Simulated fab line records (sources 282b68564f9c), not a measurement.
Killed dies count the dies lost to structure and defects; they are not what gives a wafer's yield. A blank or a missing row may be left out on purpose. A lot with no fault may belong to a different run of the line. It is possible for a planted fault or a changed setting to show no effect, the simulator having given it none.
Which tool did it? -- flow rit-cmos -- 16 lots with 48 wafers sampled at 2 steps, on a route of 202 steps

## WHAT THE GAUGES READ, wafer by wafer
RIT_PRETRO_OVL_MEAS_06.
lot,measured,on,PRETRO_OVL (nm)
L926,day 2 07:20,overlay-01,0.6 0.0 -1.2
L927,day 2 16:32,overlay-02,0.6 -0.9 1.2
L928,day 2 23:32,overlay-01,-1.1 -0.8 1.4
L929,day 3 06:05,overlay-01,-2.8 -0.3 -2.7
L931,day 3 16:03,overlay-01,-5.0 -1.9 -3.2
L934,day 4 05:01,overlay-01,-1.0 -1.1 -2.3
L935,day 4 10:01,overlay-02,-1.6 0.3 -0.2
L936,day 4 18:04,overlay-01,-1.9 0.0 -1.8
L938,day 5 01:52,overlay-01,-0.5 1.0 0.1
L939,day 5 06:43,overlay-01,0.9 0.0 -0.6
L940,day 5 09:02,overlay-02,-150.9 -150.9 -150.1
L941,day 5 13:57,overlay-01,-149.8 -149.9 -147.6
L942,day 5 18:13,overlay-02,-150.6 -149.6 -151.7
L943,day 5 22:24,overlay-02,-148.1 -149.4 -148.4
L944,day 6 03:04,overlay-02,2.4 1.1 -0.3
L949,day 7 05:16,overlay-01,-3.7 -2.6 -3.2

## WHAT TOOL EACH LOT RAN ON (gives the tool, then ch and the chambers of the sampled wafers, and finally the start)
lot,RIT_PRETRO_EXPOSE_03
L926,"iline-stepper-02 ch 0, day 2 06:54"
L927,"iline-stepper-01 ch 0, day 2 16:07"
L928,"iline-stepper-02 ch 0, day 2 23:07"
L929,"iline-stepper-01 ch 0, day 3 05:41"
L931,"iline-stepper-01 ch 0, day 3 15:39"
L934,"iline-stepper-01 ch 0, day 4 04:36"
L935,"iline-stepper-01 ch 0, day 4 09:33"
L936,"iline-stepper-02 ch 0, day 4 17:35"
L938,"iline-stepper-02 ch 0, day 5 01:26"
L939,"iline-stepper-01 ch 0, day 5 06:11"
L940,"iline-stepper-02 ch 0, day 5 08:37"
L941,"iline-stepper-02 ch 0, day 5 13:31"
L942,"iline-stepper-02 ch 0, day 5 17:49"
L943,"iline-stepper-02 ch 0, day 5 21:59"
L944,"iline-stepper-01 ch 0, day 6 02:38"
L949,"iline-stepper-01 ch 0, day 7 04:50"
- RIT_PRETRO_EXPOSE_03: exposes mask M5, target cd 43700 nm.

## WHAT THE TOOLS THEMSELVES READ (means of the sampled wafers that have a number; where no wafer has one, the mark that the record gives instead)
RIT_PRETRO_EXPOSE_03.
lot,tool,exposure-dose-mJ-cm2
L926,iline-stepper-02,249.99
L927,iline-stepper-01,250.29
L928,iline-stepper-02,250.05
L929,iline-stepper-01,250.14
L931,iline-stepper-01,250.22
L934,iline-stepper-01,250.52
L935,iline-stepper-01,249.60
L936,iline-stepper-02,249.96
L938,iline-stepper-02,249.75
L939,iline-stepper-01,249.99
L940,iline-stepper-02,250.19
L941,iline-stepper-02,250.20
L942,iline-stepper-02,249.74
L943,iline-stepper-02,249.76
L944,iline-stepper-01,249.84
L949,iline-stepper-01,249.83

## THE ANSWER, worked out from the rows above alone
Rule: what is usual is taken from the lots themselves. The widest of any qualifying gaps counts: lots, ordered by their means at a reading, are off when they make up no more than a third of the lots, leave a main group of 4 or more, and stand apart from it by 3 or more times the standard deviation of that group's means. A main group whose means are all the same, to the digits that the tables above print for the reading, isn't used. Also off: a lot with no number at a reading for which 4 or more lots have one. Where the step has rows for the other lots, those lots are counted as sound. Order of review: gauges by route order, followed by the tools' own readings, for which a lot's mean as printed above is used. At the first step where some lot is off, the reading lying furthest off is the one used; lots without a number count as furthest.
Off: L940, L941, L942, L943, at RIT_PRETRO_OVL_MEAS_06 (PRETRO_OVL). The main group: mean -0.9 nm, standard deviation 1.3.
If a tool, at a process step before that reading, ran all the lots that are off and no sound lot after the first of them, it fits. Those tools and the gauges at RIT_PRETRO_OVL_MEAS_06 are tried in the same way. One fits: RIT_PRETRO_EXPOSE_03 on iline-stepper-02. A fault onset in the window from L938 (day 5 01:26, its last sound lot) to L940 (day 5 08:37, its first lot off) fits.

## WHAT THE SIMULATOR HAD INSERTED
Scanner matching overlay: iline-stepper-02, from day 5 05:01 on, at RIT_PRETRO_EXPOSE_03. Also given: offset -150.
Shown lots that were struck: L940, L941, L942, L943. The rule given above showed the same thing.
